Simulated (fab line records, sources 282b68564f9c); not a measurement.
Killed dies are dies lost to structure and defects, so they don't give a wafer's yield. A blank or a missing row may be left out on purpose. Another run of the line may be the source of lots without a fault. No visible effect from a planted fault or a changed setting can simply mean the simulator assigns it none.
The tool behind it: which one? + flow rit cmos + 42 wafers from 14 lots sampled at 2 of the route's 202 steps

== WHAT EACH GAUGE READ, for each wafer ==
Not one reading of a measure or inspect step in the record can be checked against a usual standard deviation.

== WHAT TOOL EACH LOT RAN ON (gives the tool, then ch and the chambers of the sampled wafers, and finally the start) ==
| lot  | RIT_M1_SPUTTER_00           | RIT_M1_PROBE_99        |
|------|-----------------------------|------------------------|
| L247 | pvd sputter-01, day 3 17:59 | prober-02, day 3 22:10 |
| L249 | pvd sputter-02, day 3 21:56 | prober-01, day 4 02:14 |
| L248 | pvd sputter-01, day 3 23:52 | prober-02, day 4 03:53 |
| L250 | pvd sputter-04, day 4 04:50 | -                      |
| L251 | pvd sputter-02, day 4 09:20 | -                      |
| L255 | pvd sputter-02, day 5 03:23 | prober-02, day 5 07:35 |
| L257 | pvd sputter-01, day 5 11:44 | prober-01, day 5 16:04 |
| L256 | pvd sputter-02, day 5 13:58 | prober-02, day 5 18:03 |
| L264 | pvd sputter-01, day 6 18:46 | -                      |
| L265 | pvd sputter-04, day 7 05:04 | -                      |
| L267 | pvd sputter-04, day 7 13:07 | -                      |
| L268 | pvd sputter-01, day 7 19:06 | -                      |
| L269 | pvd sputter-04, day 8 00:38 | -                      |
| L270 | pvd sputter-01, day 8 05:33 | -                      |
- RIT_M1_SPUTTER_00: material Al, target thk 400 nm, time 500 s.
- RIT_M1_PROBE_99

== WHAT THE TOOLS THEMSELVES READ (means of the sampled wafers that have a number; where no wafer has one, the mark that the record gives instead) ==
RIT_M1_SPUTTER_00. Usual: chamber pressure pa 0.4000 Pa, standard deviation 0.00076; substrate temp c 25.01 C, standard deviation 0.1; throttle valve pct 30.1 %, standard deviation 0.83.
| lot  | tool           | chamber pressure pa (Pa) | substrate temp c (C) | throttle valve pct (%) | flag |
|------|----------------|--------------------------|----------------------|------------------------|------|
| L247 | pvd sputter-01 | 0.4002                   | 24.97                | 30.4                   |      |
| L249 | pvd sputter-02 | 0.4000                   | 25.14                | 30.1                   |      |
| L248 | pvd sputter-01 | 0.3993                   | 25.08                | 30.4                   |      |
| L250 | pvd sputter-04 | 0.3997                   | 25.09                | 29.1                   |      |
| L251 | pvd sputter-02 | 0.3998                   | 24.93                | 30.1                   |      |
| L255 | pvd sputter-02 | 0.3848                   | 24.96                | 30.9                   | OFF  |
| L257 | pvd sputter-01 | 0.4007                   | 25.01                | 30.5                   |      |
| L256 | pvd sputter-02 | 0.3859                   | 24.99                | 30.8                   | OFF  |
| L264 | pvd sputter-01 | 0.4000                   | 25.01                | 30.2                   |      |
| L265 | pvd sputter-04 | 0.4011                   | 25.07                | 30.2                   |      |
| L267 | pvd sputter-04 | 0.3996                   | 24.99                | 29.9                   |      |
| L268 | pvd sputter-01 | 0.4005                   | 24.94                | 29.6                   |      |
| L269 | pvd sputter-04 | 0.4004                   | 25.02                | 30.6                   |      |
| L270 | pvd sputter-01 | 0.4003                   | 24.95                | 29.7                   |      |

RIT_M1_PROBE_99. Usual: defect limited yield 97.5 %, standard deviation 1.2; killed at contacts 0.0, standard deviation 0.18; killed at front end 7, standard deviation 3; killed dies 7, standard deviation 3; killed open 3.6, standard deviation 1.9; killed short 3.2, standard deviation 1.8; sort_bin_3_pad_short 0.1 %, standard deviation 0.22; sort_bin_5_function 1.4 %, standard deviation 0.77; sort_bin_6_memory 1.0 %, standard deviation 0.63; sort n pass 257, standard deviation 3; sort yield pct 97.5 %, standard deviation 1.2.
| lot  | tool      | defect limited yield (%) | killed at contacts | killed at front end | killed dies | killed open | killed short | sort_bin_3_pad_short (%) | sort_bin_5_function (%) | sort_bin_6_memory (%) | sort n pass | sort yield pct (%) | flag |
|------|-----------|--------------------------|--------------------|---------------------|-------------|-------------|--------------|--------------------------|-------------------------|-----------------------|-------------|--------------------|------|
| L247 | prober-02 | 96.6                     | 0.0                | 9                   | 9           | 4.7         | 4.3          | 0.3                      | 1.4                     | 1.8                   | 255         | 96.6               |      |
| L249 | prober-01 | 98.6                     | 0.0                | 4                   | 4           | 2.3         | 1.3          | 0.1                      | 1.0                     | 0.3                   | 260         | 98.6               |      |
| L248 | prober-02 | 96.3                     | 0.0                | 10                  | 10          | 5.7         | 4.0          | 0.0                      | 1.9                     | 1.8                   | 254         | 96.3               |      |
| L255 | prober-02 | 98.1                     | 0.0                | 5                   | 5           | 2.7         | 2.3          | 0.0                      | 0.9                     | 1.0                   | 259         | 98.1               |      |
| L257 | prober-01 | 98.4                     | 0.0                | 4                   | 4           | 1.7         | 2.7          | 0.0                      | 1.1                     | 0.5                   | 260         | 98.4               |      |
| L256 | prober-02 | 95.3                     | 0.3                | 12                  | 12          | 6.0         | 6.3          | 0.5                      | 2.6                     | 1.5                   | 252         | 95.3               |      |

== THE ANSWER, worked out from the rows above alone ==
Rule: a lot counts as off when the mean over its wafers that have a number is more than 3 standard deviations away from the usual mean. Also off: a lot with no number at a reading for which 4 or more lots have one. All remaining lots with rows at the step are treated as sound. After the gauges, taken in route order, come the tools' own readings; for these a lot's mean is taken, as printed above. At the first step where some lot is off, the reading lying furthest off is the one used; lots without a number count as furthest.
Off: L255, L256, at RIT_M1_SPUTTER_00 (chamber pressure pa).
A tool fits if, at that step or a process step before it, it ran every lot that is off, and no sound lot after the first of them. One fits: pvd sputter-02 at RIT_M1_SPUTTER_00. Its last sound lot is L251 (day 4 09:20), its first lot that is off L255 (day 5 03:23): a fault that began between those two fits.
The tool's own readings at RIT_M1_SPUTTER_00 bear it out: on the lots that are off they differ by more than 5 times the standard deviation of the sound lots' means. chamber pressure pa reads 0.3853 Pa there against 0.4001 Pa on the sound lots.

== WHAT THE SIMULATOR HAD INSERTED ==
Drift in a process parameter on pvd sputter-02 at RIT_M1_SPUTTER_00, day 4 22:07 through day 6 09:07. From 0.4, the setting chamber pressure pa moved by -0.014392. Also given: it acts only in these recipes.
Shown lots that were struck: L255, L256. Same finding as the rule above.
